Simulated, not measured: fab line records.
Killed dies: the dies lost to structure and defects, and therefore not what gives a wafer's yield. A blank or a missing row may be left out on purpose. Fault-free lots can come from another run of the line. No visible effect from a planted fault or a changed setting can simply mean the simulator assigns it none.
fab line records -- flow ritCmos
record: lots: 5, wafers: 23
route steps=202 shown M1@196
startH: hours from the record's first day to the start of the lot's first wafer shown -- waitH: time in hours since the lot's previous step -- " the same as in the row above -- L1.1+2: one row covering several wafers at once -- - either no value or no given start -- * or withheld: withheld -- < > ~ a bound
route shown NAME@n: a module of which the file shows steps, and the number in the route of the first -- usual: the fault-free wafers' mean and standard deviation -- same: alike in all rows -- chamber/n: place in a boat -- sites: readings site by site -- _std_site: how widely they spread, as a standard deviation -- _edge_site: inner sites' mean taken away from outer sites' mean -- radiusMm: how far each site lies from the wafer's centre -- mask NAME#n: copy n -- behind: the most recent tool/chamber to have shaped the wafer -- hold: reason for holding the lot/hours on hold/outcome of the hold -- device: transistor that didn't switch, given as n, p or np -- end of line: tests run on the same wafers once the route is complete -- step lacking rows: just its recipe -- killed: not the wafer's yield, but the dies lost to structure and defects at the first sort -- map: the dies of a wafer, with x for killed, . for not killed, _ for no die there
set.NAME: the setting as run; set.NAME@STEP: as run at that earlier step -- model.NAME: the simulator's own value behind a step, which no gauge read
lots run with intentionally changed settings; tables by step, rows by wafer
== steps ==
step: RIT_M1_METAL_ETCH_12
recipe: stopOn: SiO2, chemistry: Cl2/BCl3, target: Al, timeS: 165, overEtchFrac: 0.5, pressureMtorr: 100, targetDepthA: 6000, rfW: 250, Cl2_flow_sccm: 60, bcl3FlowSccm: 50
usual: oesProductAu: 0.774/0.01
lot.wafer,tool,chamber,startH,waitH,set.rfW,set.timeS@M1_SPUTTER_00,set.doseMj@M1_EXPOSE_06,oesProductAu,model.M1.cdNm,model.NOVOLAK_of_M1_COAT_04.thkNm
L079.1,rieMetal-03,0,78.83,0.2,268.7,467,263.2,0.753,2580,-
L079.2,rieMetal-03,1,78.83,0.2,268.7,467,250,0.732,2599,-
L079.3,rieMetal-03,0,78.83,0.2,250,500,250,0.784,2598,811
L079.4,rieMetal-03,1,78.83,0.2,268.7,500,250,0.762,2597,767
L079.6,rieMetal-03,1,78.83,0.2,250,500,263.2,0.755,2587,792.7
L080.1,rieMetal-04,1,84.67,0.2,250,500,233.6,0.769,2620,813.4
L080.3,rieMetal-04,1,84.67,0.2,230.4,500,250,0.770,2604,835.9
L080.4,rieMetal-04,0,84.67,0.2,230.4,463.7,233.6,0.739,2623,-
L080.5,rieMetal-04,0,84.67,0.2,250,463.7,233.6,0.744,2621,-
L080.6,rieMetal-04,1,84.67,0.2,250,463.7,250,0.746,2601,-
L081.1,rieMetal-01,0,88.95,0.2,250,500,250,0.773,2598,812.5
L081.2,rieMetal-01,1,88.95,0.2,250,568.9,261.8,0.826,2584,-
L081.3,rieMetal-01,0,88.95,0.2,250,568.9,250,0.832,2599,-
L081.5,rieMetal-01,0,88.95,0.2,250,500,250,0.772,2595,807.8
L081.6,rieMetal-01,1,88.95,0.2,250,568.9,261.8,0.832,2585,-
L083.1,rieMetal-04,1,100.58,0.2,250,500,250,0.778,2598,812.9
L083.2,rieMetal-04,0,100.58,0.2,250,500,250,0.775,2599,803.8
L083.3,rieMetal-04,1,100.58,0.2,250,500,250,0.762,2600,812.4
L084.1,rieMetal-01,1,110.47,0.2,250,430.8,262.8,0.714,2585,-
L084.2,rieMetal-01,0,110.47,0.2,250,500,262.8,0.779,2588,815.1
L084.3,rieMetal-01,0,110.47,0.2,265.9,500,250,0.777,2599,796.3
L084.5,rieMetal-01,0,110.47,0.2,250,500,250,0.767,2602,817.8
L084.6,rieMetal-01,1,110.47,0.2,265.9,430.8,262.8,0.717,2580,-
step: RIT_M1_STRIP_13
recipe: chemistry: nmp, resist: NOVOLAK, tempC: 80, timeS: 600, dry: n2Spin
step: RIT_M1_STRIP_14
recipe: chemistry: O2, timeS: 180, platenTempC: withheld, powerW: 500, pressureMtorr: 4000, o2FlowSccm: 4000
step: RIT_M1_CD_MEAS_90
recipe: targetCdNm: 2600
usual: cdNm: 2599.3/2.4
lot.wafer,tool,chamber,startH,waitH,set.doseMj@M1_EXPOSE_06,cdNm
L079.1,cdSem-02,-,79.34,0.1,263.2,2579.7
L079.2,cdSem-02,-,79.34,0.1,250,2598.5
L079.3,cdSem-02,-,79.34,0.1,250,2597.2
L079.4,cdSem-02,-,79.34,0.1,250,2597.2
L079.6,cdSem-02,-,79.34,0.1,263.2,2587.3
L080.1,cdSem-02,-,85.18,0.1,233.6,2620.8
L080.3,cdSem-02,-,85.18,0.1,250,2603.6
L080.4,cdSem-02,-,85.18,0.1,233.6,2622.9
L080.5,cdSem-02,-,85.18,0.1,233.6,2621.0
L080.6,cdSem-02,-,85.18,0.1,250,2601.5
L081.1,cdSem-02,-,89.46,0.1,250,2597.8
L081.2,cdSem-02,-,89.46,0.1,261.8,2583.7
L081.3,cdSem-02,-,89.46,0.1,250,2598.4
L081.5,cdSem-02,-,89.46,0.1,250,2595.2
L081.6,cdSem-02,-,89.46,0.1,261.8,2584.7
L083.1,cdSem-01,-,101.09,0.1,250,2598.4
L083.2,cdSem-01,-,101.09,0.1,250,2598.5
L083.3,cdSem-01,-,101.09,0.1,250,2599.9
L084.1,cdSem-02,-,110.99,0.1,262.8,2585.0
L084.2,cdSem-02,-,110.99,0.1,262.8,2587.5
L084.3,cdSem-02,-,110.99,0.1,250,2598.9
L084.5,cdSem-02,-,110.99,0.1,250,2602.1
L084.6,cdSem-02,-,110.99,0.1,262.8,2580.3
step: RIT_M1_ANNEAL_15
recipe: tempC: 450, timeS: 1800, ambient: forming_gas_H2N2
step: RIT_M1_PROBE_99
lot.wafer,tool,chamber,startH,waitH,set.devTempC@GATE_DEVELOP_15,model.etest.nmos_0p3.rOnOhmUm
L079.1,prober-02,-,81.08,0.1,20.98,2343
L079.2,prober-02,-,81.13,0.1,23,2455
L079.3,prober-02,-,81.18,0.2,20.98,2427
L079.4,prober-02,-,81.23,0.2,23,2491
L079.6,prober-02,-,81.33,0.2,20.98,2309
L081.1,prober-02,-,91.56,0.1,23,1979
L081.2,prober-02,-,91.61,0.1,20.15,1858
L081.3,prober-02,-,91.66,0.2,20.15,1900
L081.5,prober-02,-,91.76,0.2,20.15,1894
L081.6,prober-02,-,91.81,0.2,23,1985
L083.1,prober-02,-,104.63,0.1,23,2244
L083.2,prober-02,-,104.68,0.1,23,2235
L083.3,prober-02,-,104.73,0.2,23,2247
L084.1,prober-01,-,113.48,0.1,26.38,2599
L084.2,prober-01,-,113.53,0.1,23,2409
L084.3,prober-01,-,113.58,0.2,26.38,2535
L084.5,prober-01,-,113.68,0.2,23,2460
L084.6,prober-01,-,113.73,0.2,23,2477
killed by level:class
L083.1 GATE:geometricParticle:open=2 GATE:geometricParticle:short=1 REOX:geometricParticle:open=1 SPACER:geometricParticle:short=1 SILICIDE:geometricParticle:open=1 SILICIDE:geometricParticle:short=1
L083.2 GATE:geometricParticle:open=8 FOX1:geometricParticle:open=1 SPACER:geometricParticle:open=1 SILICIDE:geometricParticle:open=1
L083.3 GATE:geometricParticle:short=2 SILICIDE:geometricParticle:open=2 FOX1:geometricParticle:short=1 FOX1:geometricParticle:open=1 SILICIDE:geometricParticle:short=1
== key ==
split: step: RIT_M1_METAL_ETCH_12, setting: rfW, stated: 250, by: wafer
response: step: RIT_M1_METAL_ETCH_12, reading: model.NOVOLAK_of_M1_COAT_04.thkNm, change: -3.66, per: 1%, r: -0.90
split outsideThisFile step=RIT_GATE_DEVELOP_15 setting=devTempC
split outsideThisFile step=RIT_M1_SPUTTER_00 setting=timeS
split outsideThisFile step=RIT_M1_EXPOSE_06 setting=doseMj
split outsideThisFile: this setting was split too, and the file shows its column; the key of that split is in another file
